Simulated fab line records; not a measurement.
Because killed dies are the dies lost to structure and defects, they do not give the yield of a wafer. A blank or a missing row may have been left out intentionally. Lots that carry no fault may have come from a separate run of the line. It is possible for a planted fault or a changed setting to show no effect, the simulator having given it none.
A struck lot beside a sound one / flow rit_cmos / 43 out of 202 route steps
Sound: wafers L592.3, L592.4, L592.6. Wafers L599.1, L599.3, L599.4 were the ones struck. At the end, the cause is stated.
For every step that has rows: the tool of each side, followed by ch and its chambers, followed by its first start. Under that, the readings that differ: sound wafers / struck wafers / difference of the means / sigmas: that difference in standard deviations of wafers without a fault.
alike: a reading whose means differ by less than 2 such deviations, as well as words and numbers matching on both sides. not compared: withheld readings; readings where some wafer has no value; bounds like >300 that might hide an equal value; numbers whose values overlap and for which the record gives no deviation.
Wherever a step has rows on one side only, a row that says differs or no value, or a row with sigmas, the two part there. Non-overlapping numbers with no deviation appear without sigmas and do not part them. A reading that every wafer of one side lacks parts them only if that side has two wafers or more.

first, 4 steps without rows for these wafers: RIT_PLDD_SOFTBAKE_02 (time 60 s); RIT_PLDD_EXPOSE_03 (exposes mask M8, target cd 40900 nm); RIT_PLDD_PEB_04; RIT_PLDD_DEVELOP_05 (develop time 50 s).
RIT_PLDD_OVL_MEAS_06:
  sound: overlay-02 at day 3 09:31; struck: overlay-02 at day 4 21:12
  alike: PLDD_OVL
then, 2 steps without rows for these wafers: RIT_PLDD_HARDBAKE_07 (time 60 s); RIT_PLDD_IMPLANT_08.
RIT_PLDD_STRIP_09: strips in O2, time 180 s.
  sound on plasma_asher-04 ch 0,1, day 3 10:00; struck on plasma_asher-01 ch 0,1, day 4 21:32
  alike: chamber_pressure_mTorr, drypump_motor_current_A
  not compared: rf_hours_counter_h
RIT_PLDD_TW_MEAS_10:
  sound: film_metro-03 at day 3 10:08; struck: film_metro-01 at day 4 21:43
  alike: PLDD_TW
then, 3 steps without rows for these wafers: RIT_SPACER_CLEAN_00 (cleans in SC1, time 600 s); RIT_SPACER_CLEAN_01 (cleans in dHF, time 28.92 s); RIT_SPACER_CLEAN_02 (cleans in SC2, time 600 s).
RIT_SPACER_CVD_03: deposits Si3N4 from SiH2Cl2/NH3, target thk 250 nm, time 3300 s.
  sound on lpcvd-02 ch 0, day 3 10:34; struck on lpcvd-01 ch 1, day 4 22:11
  alike: pressure_mtorr, spike_tc_centre_C
RIT_SPACER_THK_MEAS_04:
  sound: film_metro-01 at day 3 12:31; struck: film_metro-04 at day 5 00:06
reading=SPACER_NITRIDE_THK (nm); sound=245.1 243.2 242.7; struck=253.4 252.8 251.5; difference=+8.9; sigmas=+3
RIT_SPACER_ETCHBACK_05: etches Si3N4 in SF6/CHF3, stops on SiO2, target depth 250 nm, time 240 s.
  sound on rie_diel-02 ch 2,3, day 3 12:33; struck on rie_diel-02 ch 0,2,3, day 5 00:10
  alike: chamber_pressure_mTorr, drypump_motor_current_A, oes_product_au, rf_fwd_power_W, throttle_valve_pct
  not compared: rf_hours_counter_h
then, 6 steps without rows for these wafers: RIT_NSD_HMDS_00 (prime time 60 s); RIT_NSD_COAT_01 (resist thk 1000 nm); RIT_NSD_SOFTBAKE_02 (time 60 s); RIT_NSD_EXPOSE_03 (exposes mask M9, target cd 40700 nm); RIT_NSD_PEB_04; RIT_NSD_DEVELOP_05 (develop time 50 s).
RIT_NSD_OVL_MEAS_06:
  sound: overlay-02 at day 3 13:43; struck: overlay-02 at day 5 01:17
  alike: NSD_OVL
then, 2 steps without rows for these wafers: RIT_NSD_HARDBAKE_07 (time 60 s); RIT_NSD_IMPLANT_08.
RIT_NSD_STRIP_09: strips in O2, time 180 s.
  sound on plasma_asher-02 ch 0,1, day 3 14:05; struck on plasma_asher-04 ch 0,1, day 5 01:37
  alike: chamber_pressure_mTorr, drypump_motor_current_A
  not compared: rf_hours_counter_h
RIT_NSD_TW_MEAS_10:
  sound: film_metro-03 at day 3 14:14; struck: film_metro-01 at day 5 01:48
  alike: NSD_TW
then, 6 steps without rows for these wafers: RIT_PSD_HMDS_00 (prime time 60 s); RIT_PSD_COAT_01 (resist thk 1000 nm); RIT_PSD_SOFTBAKE_02 (time 60 s); RIT_PSD_EXPOSE_03 (exposes mask M10, target cd 40900 nm); RIT_PSD_PEB_04; RIT_PSD_DEVELOP_05 (develop time 50 s).
RIT_PSD_OVL_MEAS_06:
  sound: overlay-01 at day 3 15:08; struck: overlay-02 at day 5 02:50
  alike: PSD_OVL
then, 2 steps without rows for these wafers: RIT_PSD_HARDBAKE_07 (time 60 s); RIT_PSD_IMPLANT_08.
RIT_PSD_STRIP_09: strips in O2, time 180 s.
  sound on plasma_asher-04 ch 0,1, day 3 15:31; struck on plasma_asher-04 ch 0,1, day 5 03:10
  alike: chamber_pressure_mTorr, drypump_motor_current_A
  not compared: rf_hours_counter_h
RIT_PSD_TW_MEAS_10:
  sound: film_metro-01 at day 3 15:39; struck: film_metro-03 at day 5 03:20
  alike: PSD_TW
then, 3 steps without rows for these wafers: RIT_SDANNEAL_CLEAN_00 (cleans in SC1, time 600 s); RIT_SDANNEAL_CLEAN_01 (cleans in dHF, time 30 s); RIT_SDANNEAL_CLEAN_02 (cleans in SC2, time 600 s).
RIT_SDANNEAL_RTA_03: time 5 s.
  sound on rtp_anneal-02 ch 0, day 3 16:06; struck on rtp_anneal-01 ch 0, day 5 03:47
  alike: wafer_temp_C_max
RIT_SDANNEAL_RS_MEAS_04: measurement is done with a four-point probe.
  sound: film_metro-01 at day 3 16:13; struck: film_metro-02 at day 5 03:50
  alike: PSD_RS
RIT_M1_PROBE_99:
  sound: prober-01 at day 4 00:00; struck: prober-02 at day 5 11:30
reading=killed_on_rim; sound=1 3 4; struck=8 6 7; difference=+4; sigmas=+3
  alike: killed_at_contacts, killed_at_front_end, killed_dies, killed_open, killed_short

## WHERE THEY PART
First at RIT_SPACER_THK_MEAS_04; last, within this record, at RIT_M1_PROBE_99.

WHY: the cause the simulator had injected
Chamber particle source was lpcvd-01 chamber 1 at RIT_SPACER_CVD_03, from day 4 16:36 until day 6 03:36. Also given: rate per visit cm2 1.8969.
